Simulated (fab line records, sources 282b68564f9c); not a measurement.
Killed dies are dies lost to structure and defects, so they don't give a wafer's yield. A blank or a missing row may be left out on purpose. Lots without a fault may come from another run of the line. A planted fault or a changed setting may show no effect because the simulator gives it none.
One fault seen from 2 desks | flow rit_cmos | each desk has only its own numbers; what lay behind them comes last

THE METROLOGY DESK
What the gauges read, lot by lot, whatever tool the lot ran on: means of the sampled wafers that have a number. A lot is out of limits, marked OUT, if its mean lies more than 4 standard deviations from the usual mean; the brackets give that distance.
Columns: A = NLDD_TW at RIT_NLDD_TW_MEAS_10, usual 2468; B = NLDD_RS at RIT_SDANNEAL_RS_MEAS_07, usual 151.9 ohm/sq
lot  | first seen here | A               | B
L969 | day 2 22:46     | 2500            | 152.4
L971 | day 3 10:25     | 2451            | 151.8
L972 | day 3 13:46     | 2518            | 150.7
L973 | day 3 19:41     | 2445            | 151.8
L974 | day 4 02:04     | 2421            | 152.4
L975 | day 4 07:17     | 2504            | 151.5
L980 | day 5 07:22     | 2682 (+6.5) OUT | 111.9 (-67) OUT
L981 | day 5 12:22     | 2715 (+7.5) OUT | 111.9 (-67) OUT
L983 | day 5 21:38     | 2503            | 151.4
L985 | day 6 07:46     | 2479            | 151.6
L987 | day 6 18:13     | 2489            | 152.2
L988 | day 6 22:07     | 2482            | 153.0
L989 | day 7 03:13     | 2437            | 150.9
L990 | day 7 11:03     | 2422            | 152.6
This desk's finding: out of limits on L980, L981; first on L980, day 5 07:22 (NLDD_TW at RIT_NLDD_TW_MEAS_10). In limits: L969, L971, L972, L973, L974, L975, L983, L985, L987, L988, L989, L990.

THE TOOL OWNER'S DESK: implanter-02
The tool's own readings at RIT_NLDD_IMPLANT_08: means of the sampled wafers that have a number, for each lot that ran on this tool. A lot is out of limits, marked OUT, if its mean lies more than 4 standard deviations from the usual mean; the brackets give that distance.
Columns: A = dose_ions_cm2 at RIT_NLDD_IMPLANT_08, usual 5e+14; B = faraday_current_uA at RIT_NLDD_IMPLANT_08, usual 1578
lot  | first seen here | A                       | B
L972 | day 3 13:26     | 5e+14                   | 1620
L973 | day 3 19:23     | 5e+14                   | 1567
L974 | day 4 01:44     | 5e+14                   | 1593
L980 | day 5 07:02     | 7e+14 (+99 or more) OUT | 2328 (+26) OUT
L981 | day 5 12:02     | 7e+14 (+99 or more) OUT | 2323 (+26) OUT
This desk's finding: out of limits on L980, L981; first on L980, day 5 07:02 (dose_ions_cm2 at RIT_NLDD_IMPLANT_08). In limits: L972, L973, L974.

PUT TOGETHER
The tool owner's desk could have raised an alarm at day 5 07:02, on L980, L981.
The metrology desk could have raised an alarm at day 5 07:22, on L980, L981.
Of the lots named, all ran RIT_NLDD_IMPLANT_08 on implanter-02.

WHAT THE SIMULATOR HAD PUT IN
Process parameter drift: implanter-02, from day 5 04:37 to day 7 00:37, at RIT_NLDD_IMPLANT_08. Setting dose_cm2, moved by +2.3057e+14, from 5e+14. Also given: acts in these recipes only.
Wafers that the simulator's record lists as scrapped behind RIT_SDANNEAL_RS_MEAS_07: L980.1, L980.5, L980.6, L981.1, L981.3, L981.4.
Lots struck among those shown: L980, L981.
Hours from the fault's start to each desk's first reading out of limits: the tool owner's desk, 2; the metrology desk, 3.
